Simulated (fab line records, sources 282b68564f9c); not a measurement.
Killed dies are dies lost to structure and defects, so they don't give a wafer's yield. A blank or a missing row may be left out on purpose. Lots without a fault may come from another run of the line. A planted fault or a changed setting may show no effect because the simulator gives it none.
A struck lot beside a sound one | flow rit_cmos | 44 steps out of a route of 202
Sound: wafers L486.1, L486.4, L486.6. Struck: wafers L484.1, L484.2, L484.3. The cause comes at the end.
At each step with rows: each side's tool, then ch and its chambers, then its first start. Under that, the readings that differ: sound wafers | struck wafers | difference of the means | sigmas: that difference in standard deviations of wafers without a fault.
alike: readings whose means differ by less than 2 such deviations, and words and numbers that are the same on both sides. not compared: withheld readings, readings that some wafer has no value for, bounds like >300 that may hide the same value, and numbers for which the record gives no deviation and whose values overlap.
The two part at a step that has a row with sigmas, a row that says differs or no value, or rows on one side only. Numbers that don't overlap but have no deviation are shown without sigmas and don't part them. A reading that every wafer of one side lacks parts them only if that side has two wafers or more.

first, 3 steps without rows for these wafers: RIT_GATE_EXPOSE_13 (exposes mask M6, target cd 150 nm); RIT_GATE_PEB_14; RIT_GATE_DEVELOP_15 (develop time 50 s).
RIT_GATE_CD_MEAS_16: target cd 150 nm.
  sound on cd_sem-01, day 5 06:38; struck on cd_sem-02, day 4 17:47
  alike: cd_nm
RIT_GATE_OVL_MEAS_17:
  sound on overlay-01, day 5 06:45; struck on overlay-02, day 4 17:54
  alike: GATE_OVL
then, 1 step without rows for these wafers: RIT_GATE_HARDBAKE_18 (time 60 s).
RIT_GATE_ETCH_19: etches poly-Si in SF6/CHF3/O2, stops on SiO2, time 165 s, target depth 312.5 nm.
  sound on rie_si-02 ch 0,1,3, day 5 06:56; struck on rie_si-02 ch 0,1,2, day 4 18:05
  alike: drypump_motor_current_A, oes_product_au, rf_fwd_power_W, throttle_valve_pct
  not compared: rf_hours_counter_h
RIT_GATE_STRIP_20: strips in O2, time 180 s.
  sound on plasma_asher-02 ch 0,1, day 5 07:02; struck on plasma_asher-04 ch 0,1, day 4 18:11
  reading                     | sound       | struck      | difference | sigmas
  drypump_motor_current_A (A) | 6.3 6.3 6.0 | 5.2 5.7 5.2 | -0.8       | -2
  alike: o2_flow_sccm
  not compared: rf_hours_counter_h
RIT_GATE_CD_MEAS_90: target cd 150 nm.
  sound on cd_sem-02, day 5 07:13; struck on cd_sem-02, day 4 18:22
  alike: cd_nm
then, 3 steps without rows for these wafers: RIT_REOX_CLEAN_00 (cleans in SC1, time 600 s); RIT_REOX_CLEAN_01 (cleans in dHF, time 30 s); RIT_REOX_CLEAN_02 (cleans in SC2, time 600 s).
RIT_REOX_OXIDATION_03: target thk 25.2 nm, ox time 5580 s.
  sound on furnace-04 ch 0, day 5 08:17; struck on furnace-03 ch 0, day 4 18:55
  reading                                     | sound            | struck            | difference | sigmas
  model.SiO2_of_REOX_OXIDATION_03.thk_nm (nm) | 25.05 24.87 24.5 | 13.58 13.94 13.61 | -11.10     |
  model.poly-Si_of_GATE_CVD_08.thk_nm (nm)    | 235 235.9 237.3  | 239.3 237.4 237.5 | +2.0       |
  alike: spike_tc_source_C
RIT_REOX_THK_MEAS_04:
  sound on film_metro-03, day 5 10:50; struck on film_metro-02, day 4 21:28
  reading             | sound          | struck         | difference | sigmas
  REOX_OXIDE_THK (nm) | 25.1 24.9 24.5 | 13.6 13.9 13.6 | -11.1      | -20
then, 6 steps without rows for these wafers: RIT_NLDD_HMDS_00 (prime time 60 s); RIT_NLDD_COAT_01 (resist thk 1000 nm); RIT_NLDD_SOFTBAKE_02 (time 60 s); RIT_NLDD_EXPOSE_03 (exposes mask M7, target cd 40700 nm); RIT_NLDD_PEB_04; RIT_NLDD_DEVELOP_05 (develop time 50 s).
RIT_NLDD_OVL_MEAS_06:
  sound on overlay-01, day 5 12:19; struck on overlay-01, day 4 22:23
  alike: NLDD_OVL
then, 2 steps without rows for these wafers: RIT_NLDD_HARDBAKE_07 (time 60 s); RIT_NLDD_IMPLANT_08.
RIT_NLDD_STRIP_09: strips in O2, time 180 s.
  sound on plasma_asher-02 ch 0,1, day 5 12:39; struck on plasma_asher-02 ch 0,1, day 4 22:43
  alike: drypump_motor_current_A, o2_flow_sccm
  not compared: rf_hours_counter_h
RIT_NLDD_TW_MEAS_10:
  sound on film_metro-04, day 5 12:50; struck on film_metro-04, day 4 22:53
  alike: NLDD_TW
then, 6 steps without rows for these wafers: RIT_PLDD_HMDS_00 (prime time 60 s); RIT_PLDD_COAT_01 (resist thk 1000 nm); RIT_PLDD_SOFTBAKE_02 (time 60 s); RIT_PLDD_EXPOSE_03 (exposes mask M8, target cd 40900 nm); RIT_PLDD_PEB_04; RIT_PLDD_DEVELOP_05 (develop time 50 s).
RIT_PLDD_OVL_MEAS_06:
  sound on overlay-01, day 5 13:52; struck on overlay-02, day 4 23:48
  alike: PLDD_OVL
then, 2 steps without rows for these wafers: RIT_PLDD_HARDBAKE_07 (time 60 s); RIT_PLDD_IMPLANT_08.
RIT_PLDD_STRIP_09: strips in O2, time 180 s.
  sound on plasma_asher-03 ch 0,1, day 5 14:12; struck on plasma_asher-03 ch 0,1, day 5 00:08
  alike: drypump_motor_current_A, o2_flow_sccm
  not compared: rf_hours_counter_h
RIT_PLDD_TW_MEAS_10:
  sound on film_metro-04, day 5 14:22; struck on film_metro-01, day 5 00:19
  alike: PLDD_TW
RIT_SPACER_CLEAN_00: cleans in SC1, time 600 s.
  sound on wet_bench-03 ch 3, day 5 14:26; struck on wet_bench-01 ch 1, day 5 00:22
  reading                                     | sound            | struck            | difference | sigmas
  model.SiO2_of_REOX_OXIDATION_03.thk_nm (nm) | 23.12 22.95 22.6 | 12.54 12.87 12.56 | -10.23     |
then, 3 steps without rows for these wafers: RIT_SPACER_CLEAN_01 (cleans in dHF, time 30 s); RIT_SPACER_CLEAN_02 (cleans in SC2, time 600 s); RIT_SPACER_CVD_03 (deposits Si3N4 from SiH2Cl2/NH3, target thk 250 nm, time 3300 s).
RIT_SPACER_THK_MEAS_04:
  sound on film_metro-01, day 5 16:55; struck on film_metro-01, day 5 02:41
  alike: SPACER_NITRIDE_THK
RIT_SPACER_ETCHBACK_05: etches Si3N4 in SF6/CHF3, stops on SiO2, target depth 250 nm, time 240 s.
  sound on rie_diel-04 ch 1,3, day 5 16:58; struck on rie_diel-01 ch 0,1,3, day 5 02:45
  alike: drypump_motor_current_A, oes_product_au, rf_fwd_power_W, throttle_valve_pct
  not compared: rf_hours_counter_h
RIT_SDANNEAL_CLEAN_02: cleans in SC2, time 600 s.
  sound on wet_bench-01 ch 1, day 5 20:38; struck on wet_bench-01 ch 1, day 5 06:37
  reading                                  | sound           | struck            | difference | sigmas
  model.poly-Si_of_GATE_CVD_08.thk_nm (nm) | 164.6 166.7 166 | 168.2 168.4 168.5 | +2.6       |
RIT_M1_PROBE_99:
  sound on prober-01, day 6 05:05; struck on prober-01, day 5 15:48
  reading                             | sound             | struck            | difference | sigmas
  model.etest.pmos_turned.r_on_ohm_um | 3319 3196 3210    | 2526 2505 2519    | -725       |
  model.etest.pmos_0p3.r_on_ohm_um    | 6408 6212 6166    | 5550 5500 5482    | -751       |
  model.etest.pmos_0p15.r_on_ohm_um   | 2675 2578 2578    | 2127 2109 2128    | -489       |
  model.etest.pldd.rs_ohm_sq          | 471.1 466.6 455.9 | 242 245.3 239.9   | -222       |
  model.etest.nldd.rs_ohm_sq          | 386.4 385.8 376   | 235.5 239.2 235.5 | -146.0     |
  model.etest.nmos_0p15.r_on_ohm_um   | 1124 1071 1098    | 978.4 962.4 967.6 | -128.2     |
  model.etest.nmos_0p3.r_on_ohm_um    | 2211 2125 2164    | 2025 2005 1992    | -159       |
  model.etest.nmos_turned.drive_ua_um | 320.7 329.1 337.6 | 448.9 438.6 434   | +111.4     |
  alike: killed_at_M0_to_M3, killed_at_contacts, killed_at_front_end, killed_dies, killed_on_rim, killed_open, killed_short

WHERE THEY PART
First at RIT_GATE_STRIP_20; last, within this record, at RIT_REOX_THK_MEAS_04. Later steps at which nothing parts them and some readings are alike: RIT_NLDD_OVL_MEAS_06, RIT_NLDD_STRIP_09, RIT_NLDD_TW_MEAS_10, RIT_PLDD_OVL_MEAS_06, RIT_PLDD_STRIP_09, RIT_PLDD_TW_MEAS_10, RIT_SPACER_THK_MEAS_04, RIT_SPACER_ETCHBACK_05, RIT_M1_PROBE_99.

WHY: what the simulator had put in
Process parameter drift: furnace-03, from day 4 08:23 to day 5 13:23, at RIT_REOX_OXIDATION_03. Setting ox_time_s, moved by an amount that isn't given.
